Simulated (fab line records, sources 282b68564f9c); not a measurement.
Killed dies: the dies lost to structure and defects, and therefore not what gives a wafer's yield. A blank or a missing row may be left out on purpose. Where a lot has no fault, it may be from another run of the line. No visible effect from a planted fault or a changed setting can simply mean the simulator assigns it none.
The same fault as seen by 2 desks	flow ritCmos	what lay behind the numbers comes last; until then each desk has only its own

## AT THE METROLOGY DESK
Lot by lot, what the gauges showed, no matter which tool ran the lot: averages of those sampled wafers that carry a number. Marked OUT: a lot whose mean sits more than 4 standard deviations from the usual mean, which makes it out of limits; the brackets give that distance.
Columns: A = PSD_TW at RIT_PSD_TW_MEAS_10, usual 3444; B = PSD_RS at RIT_SDANNEAL_RS_MEAS_04, usual 115.9 ohm/sq
lot	first seen here	A	B
L138	day 3 02:47	3450	115.7
L139	day 3 07:36	3449	115.6
L140	day 3 17:16	3398	115.8
L141	day 3 23:22	3466	115.9
L142	day 4 05:33	3430	115.7
L149	day 5 15:58	3133 (-15) OUT	127.4 (+36) OUT
L151	day 6 01:01	3122 (-15) OUT	126.3 (+33) OUT
L155	day 7 13:39	3463	115.9
L157	day 7 17:44	3413	115.6
L160	day 8 16:51	3445	115.7
L161	day 8 18:37	3459	115.7
This desk finds L149, L151 out of limits, with the earliest case on L149 at day 5 15:58 (PSD_TW at RIT_PSD_TW_MEAS_10). In limits: L138, L139, L140, L141, L142, L155, L157, L160, L161.

## DESK OF THE TOOL OWNER: implanter-04
For each lot that ran on this tool, the mean over its sampled wafers that have a number, from the tool's own readings at RIT_PSD_IMPLANT_08. Marked OUT: a lot whose mean sits more than 4 standard deviations from the usual mean, which makes it out of limits; the brackets give that distance.
Columns: A = beamEnergyKeV at RIT_PSD_IMPLANT_08, usual 26.999; B = beamOnS at RIT_PSD_IMPLANT_08, usual 14.6 s; C = doseIonsCm2 at RIT_PSD_IMPLANT_08, usual 5.001e+15; D = faradayCurrentUA at RIT_PSD_IMPLANT_08, usual 10641; E = tiltDeg at RIT_PSD_IMPLANT_08, usual 7.001 degrees
lot	first seen here	A	B	C	D	E
L149	day 5 15:40	27.000	10.0	2.335e+15 (-99 or more) OUT	7262	7.038
L151	day 6 00:41	26.999	9.9	2.341e+15 (-99 or more) OUT	7326	7.001
This desk finds L149, L151 out of limits, L149 being first, at day 5 15:40 (doseIonsCm2 at RIT_PSD_IMPLANT_08). In limits: none.

## ALL TOGETHER
At day 5 15:40, on L149, L151, the tool owner's desk was in a position to raise an alarm.
On L149, L151, the metrology desk was in a position to raise an alarm at day 5 15:58.
Of the lots named, all ran RIT_PSD_IMPLANT_08 on implanter-04.

## WHAT THE SIMULATOR HAD PUT IN
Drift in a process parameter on implanter-04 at RIT_PSD_IMPLANT_08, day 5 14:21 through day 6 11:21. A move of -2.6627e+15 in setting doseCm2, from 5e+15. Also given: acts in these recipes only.
Struck lots among those shown: L149, L151.
Fault start to first reading out of limits, in hours, per desk: tool owner, 1; metrology, 2.
